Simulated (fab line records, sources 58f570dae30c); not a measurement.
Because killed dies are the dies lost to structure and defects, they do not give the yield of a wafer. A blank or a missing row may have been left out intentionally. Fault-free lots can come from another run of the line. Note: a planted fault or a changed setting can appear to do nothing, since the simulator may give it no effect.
fab line records	flow berkeley-cmos170
record: lots: 5	wafers: 23
route steps=331 shown ZERO@7 NWELL@28 ACTIVE@65 GATE@135 NLDD@159
start-h: hours from the record's opening day to when the first of the lot's shown wafers began	wait-h: how many hours have passed since the lot's step before this one	" repeats the value in the row above	L1.1+2: one row covering several wafers at once	- value missing, or start not given	* or withheld: withheld	< > ~ a bound
route shown NAME@n: names a module that has steps shown in the file, with the first one's number in the route	usual: mean and standard deviation over wafers with no fault	same: alike in all rows	chamber/n: place in a boat	sites: the reading at each site	_std_site: standard deviation of those values	_edge_site: outer sites' mean less inner sites'	radius-mm: how far each site lies from the wafer's centre	mask NAME#n: copy n	behind: the most recent tool/chamber to have shaped the wafer	hold: the reason the lot was held/the length of the hold in hours/how it ended	device: the n, p or np transistor that did not switch	end of line: tests of these same wafers at the route's end	for a step that has no rows: nothing shown but its recipe	killed: count of dies lost to structure and defects at first sort (not the wafer's yield)	map: per-die view of a wafer (x killed, . not killed, _ where there is no die)
set.NAME: the setting that was run; set.NAME@STEP: the one run at that earlier step	model.NAME: the simulator's own value behind a step, which no gauge read
lots run with intentionally changed settings; tables by step, rows by wafer
== steps ==
step: UCB170_ZERO_COAT_01
recipe: resist: KrF	spin-rpm: 1500	resist-thk-nm: 900
lot.wafer	tool	chamber	start-h	wait-h	set.spin-rpm	model.KrF_of_ZERO_COAT_01.thk-nm
L074.1+3	litho-track-03	0	20.82	0.1	1500	904
L074.4	"	0	"	"	1500	904.9
L074.5	"	0	"	"	1500	903.5
L074.6	"	0	"	"	1500	908.6
L076.3	litho-track-02	0	28.39	0.1	1500	898.1
L076.5	"	0	"	"	1500	902.2
L076.6	"	0	"	"	1500	897.6
L078.2	litho-track-02	0	38.33	0.1	1500	900.3
L078.3	"	0	"	"	1500	899.1
L078.4	"	0	"	"	1500	897.8
L078.5	"	0	"	"	1500	894.5
L078.6	"	0	"	"	1500	897.1
L079.2	litho-track-04	0	44.37	0.1	1500	898.1
L079.3	"	0	"	"	1500	896.3
L079.4	"	0	"	"	1592	871.7
L079.5	"	0	"	"	1592	868.8
L079.6	"	0	"	"	1500	896
L082.1	litho-track-04	0	56.21	0.1	1500	899.5
L082.3	"	0	"	"	1417	923.4
L082.4	"	0	"	"	1500	898.6
L082.5	"	0	"	"	1417	924.7
L082.6	"	0	"	"	1500	897.8
step: UCB170_ZERO_ETCH_06
recipe: chemistry: CHF3/CF4/Ar	target: SiO2	time-s: 12	pressure-mtorr: 100	rf-w: 500	CHF3_flow_sccm: 50	cf4-flow-sccm: 10	Ar_flow_sccm: 120	over-etch-frac: 1.58
lot.wafer	tool	chamber	start-h	wait-h	set.time-s
L074.1+4+6	rie-diel-01	2,0,2	21.59	-	12
L074.3+5	"	1	"	"	11.2
L076.3+5+6	rie-diel-02	2,3,0	29.03	-	12
L078.2+3+4+5+6	rie-diel-01	0,1,2,1,2	39.20	-	12
L079.2+3+4+5+6	rie-diel-03	1,2,3,0,1	45.74	-	12
L082.1+3+4+5+6	rie-diel-02	0,3,1,1,2	57.18	-	12
step: UCB170_ZERO_STRIP_07
recipe: chemistry: O2	power-w: 400	pressure-mtorr: 3500	platen-temp-c: withheld	o2-flow-sccm: 400	overash-fraction: 0.5
usual: strip-time-to-endpoint-s: 21.46/0.07
lot.wafer	tool	chamber	start-h	wait-h	set.spin-rpm@ZERO_COAT_01	strip-time-to-endpoint-s
L074.1	plasma-asher-04	1	21.61	0.0	1500	21.58
L074.3	"	1	"	"	1500	21.58
L074.4	"	0	"	"	1500	21.59
L074.5	"	1	"	"	1500	21.57
L074.6	"	0	"	"	1500	21.68
L076.3	plasma-asher-04	0	29.09	0.0	1500	21.44
L076.5	"	1	"	"	1500	21.53
L076.6	"	0	"	"	1500	21.42
L078.2	plasma-asher-02	1	39.23	0.0	1500	21.48
L078.3	"	0	"	"	1500	21.45
L078.4	"	1	"	"	1500	21.42
L078.5	"	0	"	"	1500	21.35
L078.6	"	1	"	"	1500	21.39
L079.2	plasma-asher-01	0	45.77	0.0	1500	21.43
L079.3	"	1	"	"	1500	21.39
L079.4	"	0	"	"	1592	20.81
L079.5	"	1	"	"	1592	20.73
L079.6	"	0	"	"	1500	21.39
L082.1	plasma-asher-04	1	57.20	0.0	1500	21.45
L082.3	"	0	"	"	1417	22.02
L082.4	"	1	"	"	1500	21.44
L082.5	"	0	"	"	1417	22.05
L082.6	"	1	"	"	1500	21.42
step: UCB170_NWELL_IMPLANT_14
recipe: species: P	dose-cm2: 1e+13	energy-kev: 150	tilt-deg: 7
lot.wafer	tool	chamber	start-h	wait-h	set.energy-kev	model.implant.rp-nm	model.implant.drp-nm
L074.1+5	implanter-03	0	30.02	0.1	150	194.2	62.72
L074.3+4+6	"	0	"	"	155.3	201.4	64.38
L076.3+5+6	implanter-04	0	39.12	0.1	150	183	62.72
L078.2+4+6	implanter-04	0	50.57	0.1	144	182.7	60.75
L078.3+5	"	0	"	"	150	190.6	62.72
L079.2+5+6	implanter-04	0	58.34	0.1	150	186.9	62.72
L079.3+4	"	0	"	"	154.7	193	64.2
L082.1+3	implanter-04	0	68.68	0.1	150	189	62.72
L082.4+5+6	"	0	"	"	141.5	177.8	59.92
step: UCB170_NWELL_STRIP_15
recipe: chemistry: O2	power-w: 400	pressure-mtorr: 3500	platen-temp-c: withheld	o2-flow-sccm: 400	overash-fraction: 0.5
step: UCB170_NWELL_TW_MEAS_16
usual: NWELL_TW: 1254/5.4
lot.wafer	tool	chamber	start-h	wait-h	set.energy-kev@NWELL_IMPLANT_14	NWELL_TW
L074.1	film-metro-03	-	30.27	0.1	150	1255
L074.3	"	-	"	"	155.3	1266
L074.4	"	-	"	"	155.3	1263
L074.5	"	-	"	"	150	1253
L074.6	"	-	"	"	155.3	1267
L076.3	film-metro-01	-	39.34	0.1	150	1258
L076.5	"	-	"	"	150	1258
L076.6	"	-	"	"	150	1263
L078.2	film-metro-01	-	50.81	0.1	144	1230
L078.3	"	-	"	"	150	1243
L078.4	"	-	"	"	144	1230
L078.5	"	-	"	"	150	1239
L078.6	"	-	"	"	144	1238
L079.2	film-metro-04	-	58.58	0.1	150	1248
L079.3	"	-	"	"	154.7	1260
L079.4	"	-	"	"	154.7	1264
L079.5	"	-	"	"	150	1248
L079.6	"	-	"	"	150	1252
L082.1	film-metro-03	-	68.93	0.1	150	1260
L082.3	"	-	"	"	150	1255
L082.4	"	-	"	"	141.5	1244
L082.5	"	-	"	"	141.5	1240
L082.6	"	-	"	"	141.5	1245
step: UCB170_ACTIVE_CVD_05
recipe: material: Si3N4	target-thk-nm: 220	temp-c: 800	precursor: SiH2Cl2/NH3	time-s: 3300	pressure-mtorr: 200	sih2cl2-flow-sccm: 25	nh3-flow-sccm: 75
lot.wafer	tool	chamber	start-h	wait-h	set.pressure-mtorr	model.Si3N4_of_ACTIVE_CVD_05.thk-nm
L074.1	-	-	-	0.0	209.2	222.1
L074.3	"	-	"	"	209.2	221
L074.4	"	-	"	"	209.2	221.4
L074.5	"	-	"	"	209.2	221.1
L074.6	"	-	"	"	209.2	221.6
L076.3+6	lpcvd-02	1	76.49	2.8	200	221.8
L076.5	"	1	"	"	200	220.1
L078.2	-	-	-	1.5	188	217
L078.3+6	"	-	"	"	188	215.8
L078.4	"	-	"	"	188	214
L078.5	"	-	"	"	188	215.1
L079.2	-	-	-	0.0	200	219.7
L079.3	"	-	"	"	200	218.3
L079.4	"	-	"	"	200	219.5
L079.5	"	-	"	"	200	217.5
L079.6	"	-	"	"	200	218.4
L082.1	-	-	-	0.0	212.7	221.1
L082.3	"	-	"	"	212.7	222.9
L082.4+6	"	-	"	"	212.7	221.6
L082.5	"	-	"	"	212.7	221.5
step: UCB170_ACTIVE_PEB_11
recipe: peb-temp-c: 130	peb-time-s: withheld	resist: KrF
lot.wafer	tool	chamber	start-h	wait-h	set.peb-temp-c
L074.1+3+4+5+6	litho-track-04	0	69.67	0.4	130
L076.3+5+6	litho-track-04	0	79.77	0.2	130
L078.2+3+4+5+6	litho-track-03	0	95.19	0.3	130
L079.2+3+5	litho-track-03	0	103.12	0.1	128
L079.4+6	"	0	"	"	130
L082.1+4+5	litho-track-03	0	108.90	0.3	130
L082.3+6	"	0	"	"	132.3
step: UCB170_ACTIVE_DEVELOP_12
recipe: developer: TMAH	develop-time-s: 45	resist: KrF	dev-temp-c: 21
step: UCB170_ACTIVE_CD_MEAS_13
recipe: target-cd-nm: 1200
usual: cd-nm: 1199.9/0.92
lot.wafer	tool	chamber	start-h	wait-h	set.peb-temp-c@ACTIVE_PEB_11	cd-nm
L074.1	cd-sem-02	-	69.95	-	130	1198.9
L074.3	"	-	"	"	130	1200.0
L074.4	"	-	"	"	130	1199.4
L074.5	"	-	"	"	130	1200.4
L074.6	"	-	"	"	130	1199.4
L076.3	cd-sem-02	-	80.03	-	130	1199.0
L076.5	"	-	"	"	130	1200.4
L076.6	"	-	"	"	130	1199.2
L078.2	cd-sem-01	-	95.46	-	130	1200.0
L078.3	"	-	"	"	130	1199.8
L078.4	"	-	"	"	130	1201.1
L078.5	"	-	"	"	130	1199.5
L078.6	"	-	"	"	130	1200.7
L079.2	cd-sem-01	-	103.39	-	128	1214.7
L079.3	"	-	"	"	128	1214.3
L079.4	"	-	"	"	130	1200.1
L079.5	"	-	"	"	128	1214.2
L079.6	"	-	"	"	130	1198.3
L082.1	cd-sem-01	-	109.17	-	130	1200.5
L082.3	"	-	"	"	132.3	1186.4
L082.4	"	-	"	"	130	1200.5
L082.5	"	-	"	"	130	1199.0
L082.6	"	-	"	"	132.3	1186.5
step: UCB170_ACTIVE_ETCH_15
recipe: chemistry: CH3F/Ar/O2	target: Si3N4	stop-on: SiO2	CH3F_flow_sccm: 20	Ar_flow_sccm: 50	O2_flow_sccm: 7	pressure-mtorr: 50	rf-w: 450	target-depth-a: 2420	over-etch-frac: 0.1	time-s: 151
lot.wafer	tool	chamber	start-h	wait-h	set.peb-temp-c@ACTIVE_PEB_11	model.ACTIVE.cd-nm
L074.1+6	rie-diel-02	3,1	70.10	0.0	130	1199
L074.3+4+5	"	0,2,0	"	"	130	1200
L076.3+6	rie-diel-03	1,2	80.15	0.0	130	1199
L076.5	"	3	"	"	130	1200
L078.2+3	rie-diel-03	2,3	95.59	0.0	130	1200
L078.4+6	"	3,0	"	"	130	1201
L078.5	"	2	"	"	130	1199
L079.2	rie-diel-04	3	103.52	0.0	128	1215
L079.3+5	"	3,0	"	"	128	1214
L079.4	"	0	"	"	130	1200
L079.6	"	3	"	"	130	1198
L082.1	rie-diel-02	0	109.33	0.0	130	1201
L082.3	"	2	"	"	132.3	1186
L082.4	"	2	"	"	130	-
L082.5	"	0	"	"	130	1199
L082.6	"	1	"	"	132.3	1187
step: UCB170_ACTIVE_STRIP_16
recipe: chemistry: O2	power-w: 400	pressure-mtorr: 3500	platen-temp-c: withheld	o2-flow-sccm: 400	overash-fraction: 0.5
usual: oes-product-au: 0.721/0.0044	strip-time-to-endpoint-s: 17.82/0.082
lot.wafer	tool	chamber	start-h	wait-h	set.power-w	oes-product-au	strip-time-to-endpoint-s
L074.1	plasma-asher-01	1	70.20	0.1	419.1	0.736	17.15
L074.3	"	1	"	"	419.1	0.736	17.12
L074.4	"	0	"	"	400	0.718	17.75
L074.5	"	1	"	"	400	0.720	17.86
L074.6	"	0	"	"	419.1	0.738	17.12
L076.3	plasma-asher-02	0	80.28	0.1	400	0.722	17.79
L076.5	"	0	"	"	400	0.716	17.79
L076.6	"	1	"	"	400	0.722	17.77
L078.2	plasma-asher-01	1	95.69	0.1	400	0.719	17.79
L078.3	"	1	"	"	436.9	0.759	16.70
L078.4	"	0	"	"	436.9	0.758	16.70
L078.5	"	0	"	"	436.9	0.755	16.69
L078.6	"	1	"	"	400	0.714	17.82
L079.2	plasma-asher-03	0	103.67	0.1	420.6	0.742	17.26
L079.3	"	1	"	"	400	0.728	17.89
L079.4	"	0	"	"	400	0.719	17.89
L079.5	"	1	"	"	420.6	0.743	17.27
L079.6	"	0	"	"	400	0.717	17.89
L082.1	plasma-asher-01	0	109.43	0.1	427	0.747	17.09
L082.3	"	0	"	"	427	0.752	17.06
L082.4	"	1	"	"	400	0.726	17.95
L082.5	"	0	"	"	400	0.717	17.86
L082.6	"	1	"	"	427	0.745	17.01
step: UCB170_ACTIVE_CD_MEAS_90
recipe: target-cd-nm: 1200
usual: cd-nm: 1199.8/0.92
lot.wafer	tool	chamber	start-h	wait-h	set.peb-temp-c@ACTIVE_PEB_11	cd-nm
L074.1	cd-sem-02	-	70.30	0.1	130	1198.7
L074.3	"	-	"	"	130	1199.8
L074.4	"	-	"	"	130	1199.6
L074.5	"	-	"	"	130	1200.1
L074.6	"	-	"	"	130	1199.2
L076.3	cd-sem-02	-	80.39	0.1	130	1198.3
L076.5	"	-	"	"	130	1199.8
L076.6	"	-	"	"	130	1198.7
L078.2	cd-sem-02	-	95.81	0.1	130	1200.1
L078.3	"	-	"	"	130	1199.8
L078.4	"	-	"	"	130	1201.0
L078.5	"	-	"	"	130	1199.3
L078.6	"	-	"	"	130	1200.3
L079.2	cd-sem-02	-	103.87	0.2	128	1215.0
L079.3	"	-	"	"	128	1214.6
L079.4	"	-	"	"	130	1199.8
L079.5	"	-	"	"	128	1214.6
L079.6	"	-	"	"	130	1198.8
L082.1	cd-sem-02	-	109.53	0.1	130	1200.4
L082.3	"	-	"	"	132.3	1186.6
L082.4	"	-	"	"	130	1200.7
L082.5	"	-	"	"	130	1198.9
L082.6	"	-	"	"	132.3	1186.2
step: UCB170_GATE_EXPOSE_09
recipe: mask-id: POLY	target-cd-nm: 350	na: 0.5	sigma-outer: 0.6	source-shape: conventional	dose-mj: 21
lot.wafer	tool	chamber	start-h	wait-h	mask	set.dose-mj
L074.1+3+4+5+6	krf-scanner-01	0	112.45	-	POLY#0	21
L076.3+5+6	krf-scanner-02	0	118.72	-	POLY#0	21
L078.2+3+5	krf-scanner-02	0	137.91	-	POLY#0	21
L078.4+6	"	0	"	"	POLY#0	19.83
L079.2+4	krf-scanner-02	0	148.69	-	POLY#0	19.59
L079.3+5+6	"	0	"	"	POLY#0	21
L082.1+5+6	krf-scanner-01	0	149.46	-	POLY#0	20.2
L082.3+4	"	0	"	"	POLY#0	21
step: UCB170_GATE_PEB_10
recipe: peb-temp-c: 130	peb-time-s: withheld	resist: KrF
lot.wafer	tool	chamber	start-h	wait-h	set.peb-temp-c
L074.1+4+6	litho-track-01	0	112.57	0.1	130
L074.3+5	"	0	"	"	133.8
L076.3+5+6	litho-track-04	0	118.94	0.2	130
L078.2+4	litho-track-03	0	138.04	0.1	128.9
L078.3+5+6	"	0	"	"	130
L079.2+3+6	litho-track-03	0	148.97	0.3	130
L079.4+5	"	0	"	"	132.6
L082.1+3+4	litho-track-04	0	149.57	0.1	133.1
L082.5+6	"	0	"	"	130
step: UCB170_GATE_DEVELOP_11
recipe: developer: TMAH	develop-time-s: 45	resist: KrF	dev-temp-c: 21
step: UCB170_GATE_CD_MEAS_12
recipe: target-cd-nm: 350
usual: cd-nm: 349.6/1.3
lot.wafer	tool	chamber	start-h	wait-h	set.dose-mj@GATE_EXPOSE_09	set.peb-temp-c@GATE_PEB_10	cd-nm
L074.1	cd-sem-02	-	112.84	-	21	130	348.4
L074.3	"	-	"	"	21	133.8	326.1
L074.4	"	-	"	"	21	130	348.9
L074.5	"	-	"	"	21	133.8	326.9
L074.6	"	-	"	"	21	130	346.9
L076.3	cd-sem-02	-	119.21	-	21	130	347.2
L076.5	"	-	"	"	21	130	347.8
L076.6	"	-	"	"	21	130	348.4
L078.2	cd-sem-01	-	138.31	-	21	128.9	356.0
L078.3	"	-	"	"	21	130	349.4
L078.4	"	-	"	"	19.83	128.9	366.2
L078.5	"	-	"	"	21	130	349.4
L078.6	"	-	"	"	19.83	130	359.3
L079.2	cd-sem-01	-	149.24	-	19.59	130	363.7
L079.3	"	-	"	"	21	130	350.4
L079.4	"	-	"	"	19.59	132.6	348.6
L079.5	"	-	"	"	21	132.6	335.1
L079.6	"	-	"	"	21	130	351.3
L082.1	cd-sem-01	-	149.85	-	20.2	133.1	337.9
L082.3	"	-	"	"	21	133.1	330.7
L082.4	"	-	"	"	21	133.1	331.0
L082.5	"	-	"	"	20.2	130	356.6
L082.6	"	-	"	"	20.2	130	355.3
step: UCB170_GATE_ETCH_14
recipe: chemistry: N2/H2	target-depth-a: withheld	overetch-a: withheld	target: BARC	time-s: withheld	source-w: 500	bias-w: 100	pressure-mtorr: 30	n2-flow-sccm: 100	h2-flow-sccm: 200
step: UCB170_GATE_ETCH_15
recipe: chemistry: HBr/Cl2	target: poly-Si	stop-on: SiO2	over-etch-frac: 0.2777	icp-w: 300	bias-w: 150	time-s: 56.3	pressure-mtorr: 15	HBr_flow_sccm: 150	Cl2_flow_sccm: 50	target-depth-a: 2782
lot.wafer	tool	chamber	start-h	wait-h	set.dose-mj@GATE_EXPOSE_09	set.peb-temp-c@GATE_PEB_10	model.GATE.cd-nm
L074.1	rie-si-01	3	113.04	-	21	130	349.5
L074.3	"	2	"	"	21	133.8	326.4
L074.4	"	1	"	"	21	130	349.2
L074.5	"	3	"	"	21	133.8	327.1
L074.6	"	0	"	"	21	130	347.8
L076.3	rie-si-01	3	119.42	-	21	130	347.4
L076.5+6	"	0,1	"	"	21	130	348.3
L078.2	rie-si-02	3	138.48	-	21	128.9	356
L078.3	"	0	"	"	21	130	349.4
L078.4	"	2	"	"	19.83	128.9	365.7
L078.5	"	3	"	"	21	130	348.7
L078.6	"	0	"	"	19.83	130	359.7
L079.2	rie-si-01	2	149.42	-	19.59	130	364
L079.3	"	1	"	"	21	130	350.2
L079.4	"	3	"	"	19.59	132.6	348.9
L079.5	"	3	"	"	21	132.6	336.2
L079.6	"	0	"	"	21	130	351.5
L082.1	rie-si-02	0	150.05	-	20.2	133.1	338.7
L082.3	"	2	"	"	21	133.1	330.7
L082.4	"	1	"	"	21	133.1	331.1
L082.5	"	0	"	"	20.2	130	356.5
L082.6	"	2	"	"	20.2	130	354.8
step: UCB170_GATE_STRIP_16
recipe: chemistry: O2	power-w: 400	pressure-mtorr: 3500	platen-temp-c: withheld	o2-flow-sccm: 400	overash-fraction: 0.5
step: UCB170_GATE_CD_MEAS_90
recipe: target-cd-nm: 350
usual: cd-nm: 349.6/1.4
lot.wafer	tool	chamber	start-h	wait-h	set.dose-mj@GATE_EXPOSE_09	set.peb-temp-c@GATE_PEB_10	cd-nm
L074.1	cd-sem-01	-	113.19	0.1	21	130	349.4
L074.3	"	-	"	"	21	133.8	326.4
L074.4	"	-	"	"	21	130	349.2
L074.5	"	-	"	"	21	133.8	327.0
L074.6	"	-	"	"	21	130	348.4
L076.3	cd-sem-02	-	119.61	0.1	21	130	347.2
L076.5	"	-	"	"	21	130	348.4
L076.6	"	-	"	"	21	130	348.2
L078.2	cd-sem-01	-	138.65	0.1	21	128.9	356.1
L078.3	"	-	"	"	21	130	349.5
L078.4	"	-	"	"	19.83	128.9	365.6
L078.5	"	-	"	"	21	130	348.4
L078.6	"	-	"	"	19.83	130	360.1
L079.2	cd-sem-02	-	149.59	0.1	19.59	130	364.1
L079.3	"	-	"	"	21	130	350.2
L079.4	"	-	"	"	19.59	132.6	348.7
L079.5	"	-	"	"	21	132.6	335.6
L079.6	"	-	"	"	21	130	351.5
L082.1	cd-sem-01	-	150.20	0.1	20.2	133.1	338.7
L082.3	"	-	"	"	21	133.1	330.5
L082.4	"	-	"	"	21	133.1	331.2
L082.5	"	-	"	"	20.2	130	356.5
L082.6	"	-	"	"	20.2	130	354.9
step: UCB170_NLDD_COAT_01
recipe: resist: KrF	spin-rpm: 1500	resist-thk-nm: 900
lot.wafer	tool	chamber	start-h	wait-h	set.resist-thk-nm	model.KrF_of_NLDD_COAT_01.thk-nm
L074.1	litho-track-03	0	115.47	0.1	900	898.3
L074.3	"	0	"	"	900	899.8
L074.4	"	0	"	"	946.2	948.7
L074.5	"	0	"	"	900	897.6
L074.6	"	0	"	"	946.2	944.3
L076.3	litho-track-01	0	122.23	0.1	900	903.6
L076.5	"	0	"	"	900	907.4
L076.6	"	0	"	"	900	905.4
L078.2+3	litho-track-02	0	140.92	0.1	900	903.2
L078.4	"	0	"	"	914.5	914.5
L078.5	"	0	"	"	914.5	915.7
L078.6	"	0	"	"	914.5	918.4
L079.2	litho-track-01	0	152.29	0.1	943.7	945
L079.3	"	0	"	"	900	900.8
L079.4	"	0	"	"	900	900.4
L079.5	"	0	"	"	943.7	945.2
L079.6	"	0	"	"	900	899.6
L082.1	litho-track-03	0	153.11	0.1	900	902.2
L082.3+6	"	0	"	"	872.3	874.2
L082.4	"	0	"	"	900	900.7
L082.5	"	0	"	"	872.3	876.3
step: UCB170_NLDD_IMPLANT_09
recipe: species: As	dose-cm2: 5e+13	energy-kev: 30	tilt-deg: 7	rotation-deg: 180
lot.wafer	tool	chamber	start-h	wait-h	set.energy-kev	model.implant.rp-nm	model.implant.drp-nm
L074.1+3	implanter-01	0	116.59	0.1	28.78	20.65	9.325
L074.4+5+6	"	0	"	"	30	21.31	9.611
L076.3+5+6	implanter-01	0	123.35	0.1	30	21.6	9.611
L078.2+6	implanter-03	0	142.04	0.1	30	21.7	9.611
L078.3+4+5	"	0	"	"	29.29	21.31	9.445
L079.2+4+5	implanter-03	0	153.54	0.1	30	21.97	9.611
L079.3+6	"	0	"	"	28.21	20.97	9.191
L082.1+3	implanter-03	0	154.34	0.1	28.89	20.7	9.351
L082.4+5+6	"	0	"	"	30	21.31	9.611
step: UCB170_NLDD_STRIP_10
recipe: chemistry: O2	power-w: 400	pressure-mtorr: 3500	platen-temp-c: withheld	o2-flow-sccm: 400	overash-fraction: 0.5
usual: strip-time-to-endpoint-s: 21.66/0.055
lot.wafer	tool	chamber	start-h	wait-h	set.resist-thk-nm@NLDD_COAT_01	strip-time-to-endpoint-s
L074.1	plasma-asher-01	1	116.74	0.1	900	21.59
L074.3	"	1	"	"	900	21.62
L074.4	"	0	"	"	946.2	22.80
L074.5	"	1	"	"	900	21.58
L074.6	"	0	"	"	946.2	22.69
L076.3	plasma-asher-04	0	123.48	0.1	900	21.71
L076.5	"	1	"	"	900	21.81
L076.6	"	0	"	"	900	21.74
L078.2	plasma-asher-03	1	142.17	0.1	900	21.70
L078.3	"	0	"	"	900	21.71
L078.4	"	1	"	"	914.5	21.97
L078.5	"	0	"	"	914.5	22.02
L078.6	"	1	"	"	914.5	22.07
L079.2	plasma-asher-01	0	153.66	0.1	943.7	22.71
L079.3	"	1	"	"	900	21.64
L079.4	"	0	"	"	900	21.65
L079.5	"	0	"	"	943.7	22.71
L079.6	"	1	"	"	900	21.62
L082.1	plasma-asher-03	1	154.49	0.1	900	21.68
L082.3	"	1	"	"	872.3	21.00
L082.4	"	0	"	"	900	21.65
L082.5	"	0	"	"	872.3	21.06
L082.6	"	1	"	"	872.3	21.02
== key ==
split: step: UCB170_ZERO_COAT_01	setting: spin-rpm	stated: 1500	by: wafer
response: step: UCB170_ZERO_COAT_01	reading: model.KrF_of_ZERO_COAT_01.thk-nm	change: -4.44	per: 1%	r: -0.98
response: step: UCB170_ZERO_STRIP_07	reading: strip-time-to-endpoint-s	change: *	per: 1%	r: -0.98
split: step: UCB170_ZERO_ETCH_06	setting: time-s	stated: 12	by: wafer
response none clear
split: step: UCB170_NWELL_IMPLANT_14	setting: energy-kev	stated: 150	by: wafer
response: step: UCB170_NWELL_IMPLANT_14	reading: model.implant.rp-nm	change: +1.98	per: 1%	r: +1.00
response: step: UCB170_NWELL_IMPLANT_14	reading: model.implant.drp-nm	change: +0.486	per: 1%	r: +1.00
response: step: UCB170_NWELL_TW_MEAS_16	reading: NWELL_TW	change: +2.79	per: 1%	r: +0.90
split: step: UCB170_ACTIVE_CVD_05	setting: pressure-mtorr	stated: 200	by: lot
response: step: UCB170_ACTIVE_CVD_05	reading: model.Si3N4_of_ACTIVE_CVD_05.thk-nm	change: +0.503	per: 1%	r: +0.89
split: step: UCB170_ACTIVE_PEB_11	setting: peb-temp-c	stated: 130	by: wafer
response: step: UCB170_ACTIVE_CD_MEAS_13	reading: cd-nm	change: -8.62	per: 1%	r: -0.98
response: step: UCB170_ACTIVE_ETCH_15	reading: model.ACTIVE.cd-nm	change: -8.7	per: 1%	r: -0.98
response: step: UCB170_ACTIVE_CD_MEAS_90	reading: cd-nm	change: -8.69	per: 1%	r: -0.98
split: step: UCB170_ACTIVE_STRIP_16	setting: power-w	stated: 400	by: wafer
response: step: UCB170_ACTIVE_STRIP_16	reading: oes-product-au	change: +0.00415	per: 1%	r: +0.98
response: step: UCB170_ACTIVE_STRIP_16	reading: strip-time-to-endpoint-s	change: *	per: 1%	r: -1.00
split: step: UCB170_GATE_EXPOSE_09	setting: dose-mj	stated: 21	by: wafer
response: step: UCB170_GATE_CD_MEAS_12	reading: cd-nm	slope: -1.89	per: 1%	together-with: peb-temp-c@GATE_PEB_10	explained: 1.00
response: step: UCB170_GATE_ETCH_15	reading: model.GATE.cd-nm	slope: -1.9	per: 1%	together-with: peb-temp-c@GATE_PEB_10	explained: 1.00
response: step: UCB170_GATE_CD_MEAS_90	reading: cd-nm	slope: -1.92	per: 1%	together-with: peb-temp-c@GATE_PEB_10	explained: 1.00
split: step: UCB170_GATE_PEB_10	setting: peb-temp-c	stated: 130	by: wafer
response: step: UCB170_GATE_CD_MEAS_12	reading: cd-nm	change: -7.97	per: 1%	r: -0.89
response: step: UCB170_GATE_ETCH_15	reading: model.GATE.cd-nm	change: -7.91	per: 1%	r: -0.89
response: step: UCB170_GATE_CD_MEAS_90	reading: cd-nm	change: -7.98	per: 1%	r: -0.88
split: step: UCB170_NLDD_COAT_01	setting: resist-thk-nm	stated: 900	by: wafer
response: step: UCB170_NLDD_COAT_01	reading: model.KrF_of_NLDD_COAT_01.thk-nm	change: +9.14	per: 1%	r: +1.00
response: step: UCB170_NLDD_STRIP_10	reading: strip-time-to-endpoint-s	change: *	per: 1%	r: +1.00
split: step: UCB170_NLDD_IMPLANT_09	setting: energy-kev	stated: 30	by: wafer
response: step: UCB170_NLDD_IMPLANT_09	reading: model.implant.rp-nm	change: +0.166	per: 1%	r: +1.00
response: step: UCB170_NLDD_IMPLANT_09	reading: model.implant.drp-nm	change: +0.0702	per: 1%	r: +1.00
